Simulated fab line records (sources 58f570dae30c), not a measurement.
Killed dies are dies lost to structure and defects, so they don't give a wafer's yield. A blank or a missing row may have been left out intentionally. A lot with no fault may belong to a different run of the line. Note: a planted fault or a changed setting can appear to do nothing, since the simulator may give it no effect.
Check for tools in common / flow berkeley_cmos170 / Sample size 15 lots and 45 wafers

## WHAT PROMPTED THE OPENING
UCB170_GATE_THK_MEAS_05, reading GATE_POLY_THK: flagged on 3 of 15 lots. No-fault wafers: 214.0 nm, standard deviation 1.7.
Rule: a lot gets a flag if all its wafers with a number sit over 4 standard deviations from that mean, or if no wafer of it has a number. All remaining lots are regarded as sound.

lot=L262; measured=day 6 20:55; on=film_metro-01; GATE_POLY_THK (nm), wafer by wafer=214.6 214.0 212.5; flag=
lot=L263; measured=day 7 12:52; on=film_metro-01; GATE_POLY_THK (nm), wafer by wafer=216.7 216.1 214.7; flag=
lot=L265; measured=day 7 12:52; on=film_metro-04; GATE_POLY_THK (nm), wafer by wafer=213.0 216.7 213.8; flag=
lot=L264; measured=day 7 12:54; on=film_metro-02; GATE_POLY_THK (nm), wafer by wafer=215.4 215.9 214.8; flag=
lot=L267; measured=day 8 00:29; on=film_metro-04; GATE_POLY_THK (nm), wafer by wafer=211.6 211.3 212.0; flag=
lot=L268; measured=day 8 13:56; on=film_metro-04; GATE_POLY_THK (nm), wafer by wafer=217.1 217.8 217.4; flag=
lot=L270; measured=day 8 22:10; on=film_metro-02; GATE_POLY_THK (nm), wafer by wafer=214.8 215.7 216.5; flag=
lot=L272; measured=day 9 03:17; on=film_metro-04; GATE_POLY_THK (nm), wafer by wafer=213.0 211.3 213.0; flag=
lot=L276; measured=day 10 09:58; on=film_metro-02; GATE_POLY_THK (nm), wafer by wafer=105.4 106.8 106.9; flag=FLAGGED
lot=L277; measured=day 10 09:59; on=film_metro-01; GATE_POLY_THK (nm), wafer by wafer=106.7 105.8 108.3; flag=FLAGGED
lot=L278; measured=day 10 09:59; on=film_metro-04; GATE_POLY_THK (nm), wafer by wafer=107.0 105.6 104.2; flag=FLAGGED
lot=L280; measured=day 11 01:43; on=film_metro-04; GATE_POLY_THK (nm), wafer by wafer=214.4 215.7 213.7; flag=
lot=L281; measured=day 11 11:15; on=film_metro-04; GATE_POLY_THK (nm), wafer by wafer=218.2 217.7 216.7; flag=
lot=L283; measured=day 12 12:15; on=film_metro-02; GATE_POLY_THK (nm), wafer by wafer=213.5 213.3 214.3; flag=
lot=L284; measured=day 12 12:19; on=film_metro-04; GATE_POLY_THK (nm), wafer by wafer=215.4 213.6 214.2; flag=
The mean of the flagged lots' numbers is 106.3 nm, -107.7 nm from the usual (-63 standard deviations).

## WHICH TOOL RAN EACH LOT
The record keeps 1 process step preceding the reading, out of 331 steps on the route. Each cell gives the tool, then ch followed by the chambers the sampled wafers passed through, then the start.
lot=L262; flag=; UCB170_GATE_CVD_04=lpcvd-02 ch 0, day 6 19:31
lot=L263; flag=; UCB170_GATE_CVD_04=lpcvd-01 ch 0, day 7 11:28
lot=L265; flag=; UCB170_GATE_CVD_04=lpcvd-01 ch 1, day 7 11:28
lot=L264; flag=; UCB170_GATE_CVD_04=lpcvd-01 ch 1, day 7 11:28
lot=L267; flag=; UCB170_GATE_CVD_04=lpcvd-02 ch 1, day 7 23:05
lot=L268; flag=; UCB170_GATE_CVD_04=lpcvd-02 ch 0, day 8 12:31
lot=L270; flag=; UCB170_GATE_CVD_04=lpcvd-02 ch 0, day 8 20:45
lot=L272; flag=; UCB170_GATE_CVD_04=lpcvd-01 ch 0, day 9 01:52
lot=L276; flag=FLAGGED; UCB170_GATE_CVD_04=lpcvd-01 ch 1, day 10 08:34
lot=L277; flag=FLAGGED; UCB170_GATE_CVD_04=lpcvd-01 ch 1, day 10 08:34
lot=L278; flag=FLAGGED; UCB170_GATE_CVD_04=lpcvd-01 ch 0, day 10 08:34
lot=L280; flag=; UCB170_GATE_CVD_04=lpcvd-02 ch 0, day 11 00:19
lot=L281; flag=; UCB170_GATE_CVD_04=lpcvd-02 ch 0, day 11 09:51
lot=L283; flag=; UCB170_GATE_CVD_04=lpcvd-02 ch 0, day 12 10:51
lot=L284; flag=; UCB170_GATE_CVD_04=lpcvd-02 ch 1, day 12 10:51
What the steps here do:
- UCB170_GATE_CVD_04: deposits poly-Si from SiH4, time 1440 s, target thk 214 nm.
- UCB170_GATE_THK_MEAS_05

## FLAGGED OVER TOTAL, TOOL BY TOOL (the gauges that took the reading come last)
step=UCB170_GATE_CVD_04; tool=lpcvd-01; lots run=7; flagged=3; share of the flagged lots=all; sound lots run after its first flagged lot=0
step=UCB170_GATE_CVD_04; tool=lpcvd-02; lots run=8; flagged=0; share of the flagged lots=none; sound lots run after its first flagged lot=-
step=UCB170_GATE_THK_MEAS_05; tool=film_metro-01; lots run=3; flagged=1; share of the flagged lots=some; sound lots run after its first flagged lot=0
step=UCB170_GATE_THK_MEAS_05; tool=film_metro-02; lots run=4; flagged=1; share of the flagged lots=some; sound lots run after its first flagged lot=1 (L283)
step=UCB170_GATE_THK_MEAS_05; tool=film_metro-04; lots run=8; flagged=1; share of the flagged lots=some; sound lots run after its first flagged lot=3 (L280,L281,L284)

## THE TABLE: WHAT IT ALLOWS
In the table, 1 row covers all flagged lots: lpcvd-01 at UCB170_GATE_CVD_04.
- lpcvd-01 at UCB170_GATE_CVD_04: 3 of its 7 lots flagged. A fault beginning between L272 (day 9 01:52), its last sound lot, and L276 (day 10 08:34), its first flagged one, fits the data. Its own readings lie more than 4 standard deviations out on every wafer of the flagged lots: sih4_flow_sccm.
Just one tool remains: lpcvd-01 at UCB170_GATE_CVD_04.

## WHAT THE SIMULATOR HAD INSERTED
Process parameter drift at UCB170_GATE_CVD_04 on lpcvd-01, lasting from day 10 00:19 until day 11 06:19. Setting sih4_flow_sccm, moved by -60, from 120. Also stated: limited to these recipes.
Struck lots among those shown: L276, L277, L278. The rule above reached the same finding.
